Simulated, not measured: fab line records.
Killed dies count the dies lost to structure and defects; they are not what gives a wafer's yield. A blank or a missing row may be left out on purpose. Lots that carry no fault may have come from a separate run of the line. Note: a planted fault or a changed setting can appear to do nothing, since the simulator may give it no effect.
A sampling plan put to the test || flow rit cmos || each of the 33 faults these records tell of, on one fab line, judged from the records of the lots it struck
The plan consists of the line's own looks: route steps at which the wafer is read by a gauge or an inspection but not changed. A look is open to judgement when struck wafers have a number at it and the file gives its usual mean and standard deviation on fault-free wafers. Caught: at a look after the fault's first step, the mean of the struck wafers lies 4 or more of those standard deviations (sigma) from the usual mean. On the tool: the identical test, applied to the tool's own readings at the steps of the fault. Also counted as caught: the struck wafers showing another recipe, or a record that is empty for them alone.

== THE FAULTS, as the simulator had put them in ==
1. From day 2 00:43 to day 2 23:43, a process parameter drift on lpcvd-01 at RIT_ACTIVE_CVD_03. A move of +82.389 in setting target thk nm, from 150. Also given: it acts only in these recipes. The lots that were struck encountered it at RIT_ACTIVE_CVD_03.
2. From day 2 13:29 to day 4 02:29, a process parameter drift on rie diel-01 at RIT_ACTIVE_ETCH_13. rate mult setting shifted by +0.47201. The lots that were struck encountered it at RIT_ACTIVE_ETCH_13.
3. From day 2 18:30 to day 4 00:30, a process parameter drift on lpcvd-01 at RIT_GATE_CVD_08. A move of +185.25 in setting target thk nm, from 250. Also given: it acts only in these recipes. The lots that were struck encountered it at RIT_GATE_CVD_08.
4. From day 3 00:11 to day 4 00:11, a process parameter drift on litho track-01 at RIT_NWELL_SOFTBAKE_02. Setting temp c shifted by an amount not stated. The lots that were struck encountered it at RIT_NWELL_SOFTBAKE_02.
5. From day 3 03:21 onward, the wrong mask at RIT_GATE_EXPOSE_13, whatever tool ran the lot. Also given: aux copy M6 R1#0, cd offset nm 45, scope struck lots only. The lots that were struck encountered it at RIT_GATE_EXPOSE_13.
6. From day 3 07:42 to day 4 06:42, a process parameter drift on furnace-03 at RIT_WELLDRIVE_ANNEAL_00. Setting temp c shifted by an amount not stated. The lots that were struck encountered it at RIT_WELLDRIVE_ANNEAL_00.
7. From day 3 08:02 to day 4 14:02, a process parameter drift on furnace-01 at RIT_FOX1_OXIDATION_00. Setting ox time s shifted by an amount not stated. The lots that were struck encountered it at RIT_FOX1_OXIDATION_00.
8. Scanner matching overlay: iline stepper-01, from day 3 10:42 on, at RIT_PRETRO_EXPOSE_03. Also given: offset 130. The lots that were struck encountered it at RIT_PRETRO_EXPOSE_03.
9. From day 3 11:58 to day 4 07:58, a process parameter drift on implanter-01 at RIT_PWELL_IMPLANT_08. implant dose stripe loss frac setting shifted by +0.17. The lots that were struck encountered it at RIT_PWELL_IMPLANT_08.
10. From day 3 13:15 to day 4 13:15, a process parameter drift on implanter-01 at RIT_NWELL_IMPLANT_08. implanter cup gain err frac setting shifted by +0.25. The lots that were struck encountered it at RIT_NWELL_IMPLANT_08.
11. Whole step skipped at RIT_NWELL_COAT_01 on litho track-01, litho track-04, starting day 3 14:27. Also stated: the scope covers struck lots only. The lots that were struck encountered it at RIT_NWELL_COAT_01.
12. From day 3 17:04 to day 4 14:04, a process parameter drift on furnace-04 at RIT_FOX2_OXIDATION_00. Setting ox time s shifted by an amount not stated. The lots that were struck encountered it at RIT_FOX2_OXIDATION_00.
13. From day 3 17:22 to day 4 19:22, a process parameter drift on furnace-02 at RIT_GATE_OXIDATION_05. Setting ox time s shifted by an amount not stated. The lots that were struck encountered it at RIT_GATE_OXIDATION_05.
14. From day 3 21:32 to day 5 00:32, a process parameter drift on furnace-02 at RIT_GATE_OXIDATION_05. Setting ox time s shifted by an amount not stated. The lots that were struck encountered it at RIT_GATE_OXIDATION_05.
15. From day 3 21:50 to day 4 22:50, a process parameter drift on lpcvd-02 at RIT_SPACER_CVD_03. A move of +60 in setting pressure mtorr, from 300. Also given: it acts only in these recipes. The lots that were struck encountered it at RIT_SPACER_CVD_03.
16. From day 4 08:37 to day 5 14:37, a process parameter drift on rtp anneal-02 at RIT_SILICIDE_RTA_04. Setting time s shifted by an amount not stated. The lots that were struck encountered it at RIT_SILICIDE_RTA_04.
17. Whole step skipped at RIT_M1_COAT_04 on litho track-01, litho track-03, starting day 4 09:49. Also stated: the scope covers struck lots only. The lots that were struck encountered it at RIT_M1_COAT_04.
18. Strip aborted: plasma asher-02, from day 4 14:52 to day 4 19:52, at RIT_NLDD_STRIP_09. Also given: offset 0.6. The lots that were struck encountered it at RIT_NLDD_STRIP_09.
19. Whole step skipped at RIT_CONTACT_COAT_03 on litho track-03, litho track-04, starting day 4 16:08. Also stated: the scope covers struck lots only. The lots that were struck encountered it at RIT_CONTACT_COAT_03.
20. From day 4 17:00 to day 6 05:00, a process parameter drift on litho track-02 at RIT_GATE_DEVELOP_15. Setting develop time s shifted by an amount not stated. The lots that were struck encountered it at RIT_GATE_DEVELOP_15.
21. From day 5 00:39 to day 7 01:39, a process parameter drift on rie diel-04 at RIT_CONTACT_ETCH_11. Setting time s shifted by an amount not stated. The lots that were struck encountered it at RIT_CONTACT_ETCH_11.
22. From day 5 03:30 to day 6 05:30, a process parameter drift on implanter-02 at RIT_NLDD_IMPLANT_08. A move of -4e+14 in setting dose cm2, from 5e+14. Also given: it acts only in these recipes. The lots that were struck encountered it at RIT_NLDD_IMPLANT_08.
23. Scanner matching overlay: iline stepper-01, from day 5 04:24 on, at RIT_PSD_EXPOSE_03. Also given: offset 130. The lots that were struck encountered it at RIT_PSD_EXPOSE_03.
24. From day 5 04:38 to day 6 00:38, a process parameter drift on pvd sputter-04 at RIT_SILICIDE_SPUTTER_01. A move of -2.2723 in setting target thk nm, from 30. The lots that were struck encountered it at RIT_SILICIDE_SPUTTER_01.
25. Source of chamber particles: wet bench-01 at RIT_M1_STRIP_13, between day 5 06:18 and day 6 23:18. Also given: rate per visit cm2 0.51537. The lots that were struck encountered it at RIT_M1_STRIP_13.
26. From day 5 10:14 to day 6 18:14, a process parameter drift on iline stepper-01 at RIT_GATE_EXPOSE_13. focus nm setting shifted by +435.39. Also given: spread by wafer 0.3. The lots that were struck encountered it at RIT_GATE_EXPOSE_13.
27. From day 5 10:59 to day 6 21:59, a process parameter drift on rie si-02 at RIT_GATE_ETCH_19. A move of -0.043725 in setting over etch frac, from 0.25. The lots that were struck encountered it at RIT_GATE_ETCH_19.
28. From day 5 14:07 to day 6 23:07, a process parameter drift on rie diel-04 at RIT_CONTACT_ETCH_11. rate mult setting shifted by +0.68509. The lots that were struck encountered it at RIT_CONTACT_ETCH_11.
29. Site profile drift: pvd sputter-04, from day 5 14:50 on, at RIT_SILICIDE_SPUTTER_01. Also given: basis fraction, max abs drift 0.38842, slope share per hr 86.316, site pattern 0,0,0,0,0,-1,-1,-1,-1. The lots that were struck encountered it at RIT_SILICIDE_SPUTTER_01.
30. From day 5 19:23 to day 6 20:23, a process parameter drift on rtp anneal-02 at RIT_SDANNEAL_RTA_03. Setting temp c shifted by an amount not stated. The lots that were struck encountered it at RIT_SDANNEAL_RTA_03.
31. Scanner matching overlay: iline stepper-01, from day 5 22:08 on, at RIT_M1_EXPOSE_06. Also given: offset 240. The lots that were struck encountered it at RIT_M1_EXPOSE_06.
32. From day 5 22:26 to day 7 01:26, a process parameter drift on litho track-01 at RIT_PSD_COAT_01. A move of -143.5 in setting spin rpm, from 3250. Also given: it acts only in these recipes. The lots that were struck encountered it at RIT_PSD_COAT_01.
33. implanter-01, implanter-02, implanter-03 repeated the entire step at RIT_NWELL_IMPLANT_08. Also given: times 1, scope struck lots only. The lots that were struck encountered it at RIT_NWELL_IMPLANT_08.

== WHAT THE PLAN SAW ==
{"fault": 1, "on the tool itself": "under 2 sigma", "first look that catches it": "RIT_ACTIVE_THK_MEAS_04", "reading, sigma": "ACTIVE_NITRIDE_THK +51", "median hours from its first step to that look": 1.4, "hours from the fault's start to the first struck lot there": 4, "judged looks passed uncaught": 0}
{"fault": 2, "on the tool itself": "under 2 sigma", "first look that catches it": "no look after it can be judged", "reading, sigma": "-", "median hours from its first step to that look": "-", "hours from the fault's start to the first struck lot there": "-", "judged looks passed uncaught": 0}
{"fault": 3, "on the tool itself": "under 2 sigma", "first look that catches it": "RIT_GATE_THK_MEAS_09", "reading, sigma": "GATE_POLY_THK +80", "median hours from its first step to that look": 1.6, "hours from the fault's start to the first struck lot there": 4, "judged looks passed uncaught": 0}
{"fault": 4, "on the tool itself": "heater power total W -39 sigma", "first look that catches it": "not the one look that can be judged after it", "reading, sigma": "-", "median hours from its first step to that look": "-", "hours from the fault's start to the first struck lot there": "-", "judged looks passed uncaught": 1}
{"fault": 5, "on the tool itself": "under 2 sigma", "first look that catches it": "RIT_GATE_CD_MEAS_16", "reading, sigma": "cd nm +23", "median hours from its first step to that look": 0.6, "hours from the fault's start to the first struck lot there": 5, "judged looks passed uncaught": 0}
{"fault": 6, "on the tool itself": "tube center temp C -99 or beyond sigma", "first look that catches it": "RIT_WELLDRIVE_RS_MEAS_01", "reading, sigma": "NWELL_RS +83", "median hours from its first step to that look": 5.1, "hours from the fault's start to the first struck lot there": 12, "judged looks passed uncaught": 0}
{"fault": 7, "on the tool itself": "under 2 sigma", "first look that catches it": "RIT_FOX1_THK_MEAS_01", "reading, sigma": "FOX1_OXIDE_THK -20", "median hours from its first step to that look": 1.3, "hours from the fault's start to the first struck lot there": 7, "judged looks passed uncaught": 0}
{"fault": 8, "on the tool itself": "under 2 sigma", "first look that catches it": "RIT_PRETRO_OVL_MEAS_06", "reading, sigma": "PRETRO_OVL +86", "median hours from its first step to that look": 0.4, "hours from the fault's start to the first struck lot there": 3, "judged looks passed uncaught": 0}
{"fault": 9, "on the tool itself": "under 2 sigma", "first look that catches it": "RIT_WELLDRIVE_RS_MEAS_02", "reading, sigma": "PWELL_RS +7.8", "median hours from its first step to that look": 6.6, "hours from the fault's start to the first struck lot there": 10, "judged looks passed uncaught": 1}
{"fault": 10, "on the tool itself": "faraday current uA +11 sigma", "first look that catches it": "RIT_NWELL_TW_MEAS_10", "reading, sigma": "NWELL_TW -15", "median hours from its first step to that look": 0.3, "hours from the fault's start to the first struck lot there": 10, "judged looks passed uncaught": 0}
{"fault": 11, "on the tool itself": "the tool's record is blank for the struck wafers", "first look that catches it": "RIT_PWELL_TW_MEAS_10", "reading, sigma": "PWELL_TW +99 or beyond", "median hours from its first step to that look": 2.9, "hours from the fault's start to the first struck lot there": 6, "judged looks passed uncaught": 1}
{"fault": 12, "on the tool itself": "no reading that can be judged", "first look that catches it": "RIT_FOX2_THK_MEAS_01", "reading, sigma": "FOX2_OXIDE_THK -23", "median hours from its first step to that look": 1.3, "hours from the fault's start to the first struck lot there": 3, "judged looks passed uncaught": 0}
{"fault": 13, "on the tool itself": "under 2 sigma", "first look that catches it": "RIT_GATE_THK_MEAS_07", "reading, sigma": "GATE_OXIDE_THK +7.1", "median hours from its first step to that look": 1.4, "hours from the fault's start to the first struck lot there": 3, "judged looks passed uncaught": 0}
{"fault": 14, "on the tool itself": "under 2 sigma", "first look that catches it": "RIT_GATE_THK_MEAS_07", "reading, sigma": "GATE_OXIDE_THK -4.8", "median hours from its first step to that look": 2.0, "hours from the fault's start to the first struck lot there": 5, "judged looks passed uncaught": 0}
{"fault": 15, "on the tool itself": "pressure mtorr +99 or beyond sigma", "first look that catches it": "RIT_SPACER_THK_MEAS_04", "reading, sigma": "SPACER_NITRIDE_THK +5.3", "median hours from its first step to that look": 1.9, "hours from the fault's start to the first struck lot there": 7, "judged looks passed uncaught": 0}
{"fault": 16, "on the tool itself": "under 2 sigma", "first look that catches it": "no look after it can be judged", "reading, sigma": "-", "median hours from its first step to that look": "-", "hours from the fault's start to the first struck lot there": "-", "judged looks passed uncaught": 0}
{"fault": 17, "on the tool itself": "the tool's record is blank for the struck wafers", "first look that catches it": "no look after it can be judged", "reading, sigma": "-", "median hours from its first step to that look": "-", "hours from the fault's start to the first struck lot there": "-", "judged looks passed uncaught": 0}
{"fault": 18, "on the tool itself": "run length s -99 or beyond sigma", "first look that catches it": "RIT_PLDD_TW_MEAS_10", "reading, sigma": "PLDD_TW -62", "median hours from its first step to that look": 1.7, "hours from the fault's start to the first struck lot there": 7, "judged looks passed uncaught": 0}
{"fault": 19, "on the tool itself": "the tool's record is blank for the struck wafers", "first look that catches it": "no look after it can be judged", "reading, sigma": "-", "median hours from its first step to that look": "-", "hours from the fault's start to the first struck lot there": "-", "judged looks passed uncaught": 0}
{"fault": 20, "on the tool itself": "no reading that can be judged", "first look that catches it": "not the one look that can be judged after it", "reading, sigma": "strongest: cd nm at RIT_GATE_CD_MEAS_16, +2.8", "median hours from its first step to that look": "-", "hours from the fault's start to the first struck lot there": "-", "judged looks passed uncaught": 1}
{"fault": 21, "on the tool itself": "run length s +99 or beyond sigma", "first look that catches it": "no look after it can be judged", "reading, sigma": "-", "median hours from its first step to that look": "-", "hours from the fault's start to the first struck lot there": "-", "judged looks passed uncaught": 0}
{"fault": 22, "on the tool itself": "dose ions cm2 -99 or beyond sigma", "first look that catches it": "RIT_NLDD_TW_MEAS_10", "reading, sigma": "NLDD_TW -22", "median hours from its first step to that look": 0.3, "hours from the fault's start to the first struck lot there": 8, "judged looks passed uncaught": 0}
{"fault": 23, "on the tool itself": "no reading that can be judged", "first look that catches it": "RIT_PSD_OVL_MEAS_06", "reading, sigma": "PSD_OVL +99 or beyond", "median hours from its first step to that look": 0.4, "hours from the fault's start to the first struck lot there": 3, "judged looks passed uncaught": 0}
{"fault": 24, "on the tool itself": "under 2 sigma", "first look that catches it": "RIT_SILICIDE_RS_MEAS_02", "reading, sigma": "SILICIDE_TI_RS +10", "median hours from its first step to that look": 0.2, "hours from the fault's start to the first struck lot there": 4, "judged looks passed uncaught": 0}
{"fault": 25, "on the tool itself": "under 2 sigma", "first look that catches it": "no look after it can be judged", "reading, sigma": "-", "median hours from its first step to that look": "-", "hours from the fault's start to the first struck lot there": "-", "judged looks passed uncaught": 0}
{"fault": 26, "on the tool itself": "exposure dose mJ cm2 -35 sigma", "first look that catches it": "RIT_GATE_CD_MEAS_16", "reading, sigma": "cd nm -41", "median hours from its first step to that look": 0.4, "hours from the fault's start to the first struck lot there": 15, "judged looks passed uncaught": 0}
{"fault": 27, "on the tool itself": "under 2 sigma", "first look that catches it": "no look after it can be judged", "reading, sigma": "-", "median hours from its first step to that look": "-", "hours from the fault's start to the first struck lot there": "-", "judged looks passed uncaught": 0}
{"fault": 28, "on the tool itself": "under 2 sigma", "first look that catches it": "no look after it can be judged", "reading, sigma": "-", "median hours from its first step to that look": "-", "hours from the fault's start to the first struck lot there": "-", "judged looks passed uncaught": 0}
{"fault": 29, "on the tool itself": "under 2 sigma", "first look that catches it": "RIT_SILICIDE_RS_MEAS_02", "reading, sigma": "SILICIDE_TI_RS +35", "median hours from its first step to that look": 0.2, "hours from the fault's start to the first struck lot there": 6, "judged looks passed uncaught": 0}
{"fault": 30, "on the tool itself": "wafer_temp_C_max -54 sigma", "first look that catches it": "RIT_SDANNEAL_RS_MEAS_04", "reading, sigma": "PSD_RS +99 or beyond", "median hours from its first step to that look": 0.1, "hours from the fault's start to the first struck lot there": 4, "judged looks passed uncaught": 0}
{"fault": 31, "on the tool itself": "no reading that can be judged", "first look that catches it": "RIT_M1_OVL_MEAS_10", "reading, sigma": "M1_OVL +99 or beyond", "median hours from its first step to that look": 0.5, "hours from the fault's start to the first struck lot there": 3, "judged looks passed uncaught": 0}
{"fault": 32, "on the tool itself": "spin speed rpm -68 sigma", "first look that catches it": "not the one look that can be judged after it", "reading, sigma": "-", "median hours from its first step to that look": "-", "hours from the fault's start to the first struck lot there": "-", "judged looks passed uncaught": 1}
{"fault": 33, "on the tool itself": "under 2 sigma", "first look that catches it": "RIT_NWELL_TW_MEAS_10", "reading, sigma": "NWELL_TW +52", "median hours from its first step to that look": 0.6, "hours from the fault's start to the first struck lot there": "-", "judged looks passed uncaught": 0}
A dash: this means the fault isn't caught or the number doesn't appear in these records.

Caught at a look: 22 of 33. Caught on the tool: 13 of 33. By one or the other: 27 of 33.
Faults 4, 17, 19, 21, 32 were caught on the tool alone.
Caught at a look alone: faults 1, 3, 5, 7, 8, 9, 12, 13, 14, 23, 24, 29, 31, 33.
Caught by neither: faults 2, 16, 20, 25, 27, 28.

== THINNER SAMPLING ==
Were the look that catches a fault to measure just every second or every third lot (counted by lot number), the first struck lot would, at worst, be measured this late:
{"fault": 1, "struck lots at that look, in order of time": "L952, L954", "every lot": "4 h", "every second lot": "may miss all 2", "every third lot": "may miss all 2"}
{"fault": 3, "struck lots at that look, in order of time": "L262, L264, L266", "every lot": "4 h", "every second lot": "may miss all 3", "every third lot": "24 h"}
{"fault": 5, "struck lots at that look, in order of time": "L810", "every lot": "5 h", "every second lot": "may miss it", "every third lot": "may miss it"}
{"fault": 6, "struck lots at that look, in order of time": "L254, L255", "every lot": "12 h", "every second lot": "18 h", "every third lot": "may miss all 2"}
{"fault": 7, "struck lots at that look, in order of time": "L703, L705", "every lot": "7 h", "every second lot": "may miss all 2", "every third lot": "may miss all 2"}
{"fault": 8, "struck lots at that look, in order of time": "L459, L460, L461, L463", "every lot": "3 h", "every second lot": "7 h", "every third lot": "12 h"}
{"fault": 9, "struck lots at that look, in order of time": "L864, L865", "every lot": "10 h", "every second lot": "14 h", "every third lot": "may miss all 2"}
{"fault": 10, "struck lots at that look, in order of time": "L896, L898", "every lot": "10 h", "every second lot": "may miss all 2", "every third lot": "may miss all 2"}
{"fault": 11, "struck lots at that look, in order of time": "L840, L841", "every lot": "6 h", "every second lot": "10 h", "every third lot": "may miss all 2"}
{"fault": 12, "struck lots at that look, in order of time": "L947, L949, L950", "every lot": "3 h", "every second lot": "19 h", "every third lot": "may miss all 3"}
{"fault": 13, "struck lots at that look, in order of time": "L532, L533, L536", "every lot": "3 h", "every second lot": "9 h", "every third lot": "may miss all 3"}
{"fault": 14, "struck lots at that look, in order of time": "L507, L510", "every lot": "5 h", "every second lot": "19 h", "every third lot": "may miss all 2"}
{"fault": 15, "struck lots at that look, in order of time": "L890, L891, L892", "every lot": "7 h", "every second lot": "10 h", "every third lot": "16 h"}
{"fault": 18, "struck lots at that look, in order of time": "L611", "every lot": "7 h", "every second lot": "may miss it", "every third lot": "may miss it"}
{"fault": 22, "struck lots at that look, in order of time": "L277, L278", "every lot": "8 h", "every second lot": "13 h", "every third lot": "may miss all 2"}
{"fault": 23, "struck lots at that look, in order of time": "L236, L237, L239, L240", "every lot": "3 h", "every second lot": "10 h", "every third lot": "may miss all 4"}
{"fault": 24, "struck lots at that look, in order of time": "L237, L239, L240", "every lot": "4 h", "every second lot": "20 h", "every third lot": "may miss all 3"}
{"fault": 26, "struck lots at that look, in order of time": "L697", "every lot": "15 h", "every second lot": "may miss it", "every third lot": "may miss it"}
{"fault": 29, "struck lots at that look, in order of time": "L209, L210, L212, L214", "every lot": "6 h", "every second lot": "9 h", "every third lot": "32 h"}
{"fault": 30, "struck lots at that look, in order of time": "L973, L975", "every lot": "4 h", "every second lot": "may miss all 2", "every third lot": "may miss all 2"}
{"fault": 31, "struck lots at that look, in order of time": "L305, L306, L307, L308", "every lot": "3 h", "every second lot": "7 h", "every third lot": "11 h"}
Hours count from the start of the fault until the first struck lot that is measured. Since the struck wafers were tested as one group against 4 sigma, a single lot by itself may lie under the limit. Other struck lots may not be in these records.

== THE LONGEST TIMED WAY FROM STEP TO LOOK ==
Fault 9: a median of 6.6 hours passes between RIT_PWELL_IMPLANT_08 and RIT_WELLDRIVE_RS_MEAS_02. The look between them that can be judged stayed within 4 sigma: RIT_PWELL_TW_MEAS_10.
